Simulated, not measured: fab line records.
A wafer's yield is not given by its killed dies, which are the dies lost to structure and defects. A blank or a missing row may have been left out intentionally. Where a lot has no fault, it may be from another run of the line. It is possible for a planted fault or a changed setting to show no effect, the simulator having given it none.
Code-filled problem report in 8D (eight disciplines) form / flow rit cmos / the parts of the form that need people (team, actions taken, sign-off) are left out

== 1. WHAT IS WRONG ==
SPACER_NITRIDE_THK at RIT_SPACER_THK_MEAS_04 reads a mean of 338.2 nm on 3 wafers of 1 lot; wafers without a fault read 249.9 nm with a standard deviation of 2.2. Measured from the usual mean, that is +40 standard deviations.
First seen on wafer L756.1, day 5 10:38, on film metro-01. The record has a number at this step for 39 wafers belonging to 13 lots. By rule, "out" or "out of limits" means more than 4 standard deviations away from the usual mean. All remaining wafers that have a number are taken as sound.

== 2. WHAT IT IS AND WHAT IT IS NOT ==
question=which readings at this step | is=SPACER_NITRIDE_THK | is not=-
question=which lots | is=L756 | is not=L745, L746, L747, L748, L750, L753, L757, L758, L761, L762, L766, L768
question=which wafers of those lots | is=all that have a number | is not=-
question=read on which gauges | is=film metro-01 | is not=film metro-03, film metro-04
question=when | is=from day 5 10:38 | is not=up to then (18 sound wafers); but 18 sound wafers of L757, L758, L761, L762, L766, L768 came after

== 3. THE SUSPECTS, EACH WITH WHAT RULES IT OUT ==
Counting: a tool at a process step up to the reading stays a suspect if it ran every lot that is out and no sound lot after the first of them.
- the gauge at RIT_SPACER_THK_MEAS_04 is ruled out. All the wafers that are out were read on film metro-01, but those of them that RIT_SPACER_CVD_03 has rows for are out there too, on other tools.
- lpcvd-01 at RIT_SPACER_CVD_03 (deposits Si3N4 from SiH2Cl2/NH3, target thk 250 nm, time 3300 s): kept. It ran the lot that is out, L756 (day 5 08:43), and no sound lot after that; its last sound lot up to then is L750 (day 4 01:47). Its own readings are out on those wafers: nh3 flow sccm.
The count leaves lpcvd-01 at RIT_SPACER_CVD_03.

== 4. THE CAUSE (what the simulator had put in) ==
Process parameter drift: lpcvd-01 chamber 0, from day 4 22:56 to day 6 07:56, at RIT_SPACER_CVD_03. The setting nh3 flow sccm was moved by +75, starting from 150. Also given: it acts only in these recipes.
The count eliminated every tool but this one.

== 5. THE EFFECT CHAIN, in route order ==
Each row: a reading whose mean over the struck wafers that have a number lies more than 3 standard deviations from the usual. Scope: only readings with a usual standard deviation given in the record; hours: median across lots of the time from each lot's start at the first step in this table that gives one to its start at this step; sigmas: change in usual standard deviations.
hours=0; step=RIT_SPACER_CVD_03; reading=nh3 flow sccm; usual=150.0 sccm; on struck wafers=225.3; change=+75.3; sigmas=+99 or more
hours=2; step=RIT_SPACER_THK_MEAS_04; reading=SPACER_NITRIDE_THK; usual=249.9 nm; on struck wafers=338.2; change=+88.3; sigmas=+40
hours=2; step=RIT_SPACER_ETCHBACK_05; reading=oes product au; usual=0.840 a.u.; on struck wafers=1.000; change=+0.160; sigmas=+12
Here are the process steps it includes:
- RIT_SPACER_CVD_03: deposits Si3N4 from SiH2Cl2/NH3, target thk 250 nm, time 3300 s.
- RIT_SPACER_ETCHBACK_05: etches Si3N4 in SF6/CHF3, stops on SiO2, target depth 250 nm, time 240 s.

== 6. WHAT WOULD HAVE CAUGHT IT SOONER ==
The first out-of-limits reading at a measuring or inspecting step in this record came at day 5 10:38, 12 hours after the fault's start at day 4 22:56.
The tool's own readings at RIT_SPACER_CVD_03 were out on every struck wafer that the step has a row for (nh3 flow sccm): an alarm limit on them would have fired on the first of those.
All the lots that are out (1) had begun RIT_SPACER_CVD_03 on lpcvd-01 by day 5 10:38. A hold on the tool at that time would have spared none of them.
